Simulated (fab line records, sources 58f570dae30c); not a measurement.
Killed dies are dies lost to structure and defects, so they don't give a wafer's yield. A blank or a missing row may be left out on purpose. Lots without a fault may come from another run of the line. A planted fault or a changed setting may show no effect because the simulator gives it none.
Split-lot experiment | flow berkeley_cmos170 | 5 lots, 23 wafers read, on a route of 331 steps

THE SPLIT
At UCB170_M3_EXPOSE_12 (exposes mask METAL3, target cd 700 nm), the setting dose_mj was moved away from the recipe's 26 on 9 of the 23 wafers read, by -2.3% to +7.4%. The other wafers ran this setting at the recipe's value.

FROM THE SPLIT TO THE READING: what the file shows between them, 6 steps
- UCB170_M3_PEB_13
- UCB170_M3_DEVELOP_14: develop time 45 s
- UCB170_M3_CD_MEAS_15: target cd 700 nm
- UCB170_M3_ETCH_17: etches BARC in N2/H2
- UCB170_M3_METAL_ETCH_18: etches Al in Cl2/BCl3, stops on SiO2, target depth 1170 nm, time 195 s (also split here: bias_w)
- UCB170_M3_STRIP_19: strips in O2

THE READING
cd_nm, in nm, at UCB170_M3_CD_MEAS_90 (target cd 700 nm). Fault-free wafers of this fab line usually give 702.5 nm, standard deviation 2.6 nm.

wafer  | tool, chamber at the split | dose_mj as run | against the recipe | cd_nm, nm | against lot-mates on the recipe
L077.1 | krf_scanner-01, 0          | 26.96          | +3.7%              | 695.3     | -9.1
L077.2 | krf_scanner-01, 0          | 26             | recipe             | 707.1     | -
L077.3 | krf_scanner-01, 0          | 26.96          | +3.7%              | 698.1     | -6.3
L077.4 | krf_scanner-01, 0          | 26             | recipe             | 701.7     | -
L077.6 | krf_scanner-01, 0          | 26.96          | +3.7%              | 693.0     | -11.4
L075.1 | krf_scanner-01, 0          | 26             | recipe             | 706.2     | -
L075.2 | krf_scanner-01, 0          | 26             | recipe             | 701.2     | -
L075.4 | krf_scanner-01, 0          | 26             | recipe             | 703.6     | -
L075.5 | krf_scanner-01, 0          | 26             | recipe             | 704.5     | -
L075.6 | krf_scanner-01, 0          | 26             | recipe             | 700.9     | -
L080.1 | krf_scanner-02, 0          | 27.92          | +7.4%              | 688.3     | -11.4
L080.2 | krf_scanner-02, 0          | 26             | recipe             | 699.5     | -
L080.4 | krf_scanner-02, 0          | 26             | recipe             | 699.9     | -
L080.5 | krf_scanner-02, 0          | 27.92          | +7.4%              | 688.3     | -11.4
L080.6 | krf_scanner-02, 0          | 27.92          | +7.4%              | 686.0     | -13.7
L085.1 | krf_scanner-01, 0          | 26             | recipe             | 705.9     | -
L085.2 | krf_scanner-01, 0          | 26             | recipe             | 704.3     | -
L085.3 | krf_scanner-01, 0          | 26             | recipe             | 706.7     | -
L083.2 | krf_scanner-01, 0          | 25.41          | -2.3%              | 703.1     | +4.2
L083.3 | krf_scanner-01, 0          | 26             | recipe             | 699.7     | -
L083.4 | krf_scanner-01, 0          | 25.41          | -2.3%              | 703.6     | +4.8
L083.5 | krf_scanner-01, 0          | 26             | recipe             | 698.0     | -
L083.6 | krf_scanner-01, 0          | 25.41          | -2.3%              | 706.4     | +7.5

THE FIT
A straight line over all 23 wafers: cd_nm changes by -1.89 nm for each +1% of dose_mj; r = -0.90; the points scatter about the line by 2.8 nm.
The same after taking each lot's own level away (the mean of its wafers on the recipe; 23 wafers): -1.86 nm for each +1%; r = -0.94; scatter 2 nm.
On that fit, the largest move of dose_mj shifts the reading by 14 nm.
The lots' own levels span 698.85 to 705.63 nm, that is 2.6 times the standard deviation above.
So the lot-to-lot level changes the slope little: the two slopes agree.
Check: with one of the wafers moved furthest among these (+7.4%) left out of the fit, the line predicts -14.4 nm for it against its lot-mates. It came out at -11.4 nm against them.

OTHER SPLITS ON THESE WAFERS
These wafers also went through other splits before the reading. Each is held against what the fit with the lots' levels taken away leaves over:
other split on the same wafers   | wafers away from the commonest value | r with cd_nm (lot level and that fit taken away)
UCB170_CONTACT_PEB_13 peb_temp_c | 11                                   | +0.14
UCB170_M1_COAT_04 spin_rpm       | 9                                    | -0.26
UCB170_M3_METAL_ETCH_18 bias_w   | 10                                   | -0.13

THE WHOLE CHAIN: every reading that the file lists as answering this split, in the file's order
step                    | what it does                                                           | reading                                                   | change (the file's fit)              | r (the file's)
UCB170_M3_CD_MEAS_15    | target cd 700 nm                                                       | cd_nm                                                     | -1.76 nm for each +1% of the setting | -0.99
UCB170_M3_ETCH_17       | etches BARC in N2/H2                                                   | M3.cd_nm (the simulator's own value, which no gauge read) | -1.77 nm for each +1% of the setting | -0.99
UCB170_M3_METAL_ETCH_18 | etches Al in Cl2/BCl3, stops on SiO2, target depth 1170 nm, time 195 s | M3.cd_nm (the simulator's own value, which no gauge read) | -1.85 nm for each +1% of the setting | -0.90
UCB170_M3_CD_MEAS_90    | target cd 700 nm                                                       | cd_nm                                                     | -1.85 nm for each +1% of the setting | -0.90

THE FILE'S OWN FIT
cd_nm changes by -1.85 nm for each +1% of dose_mj, r = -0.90.
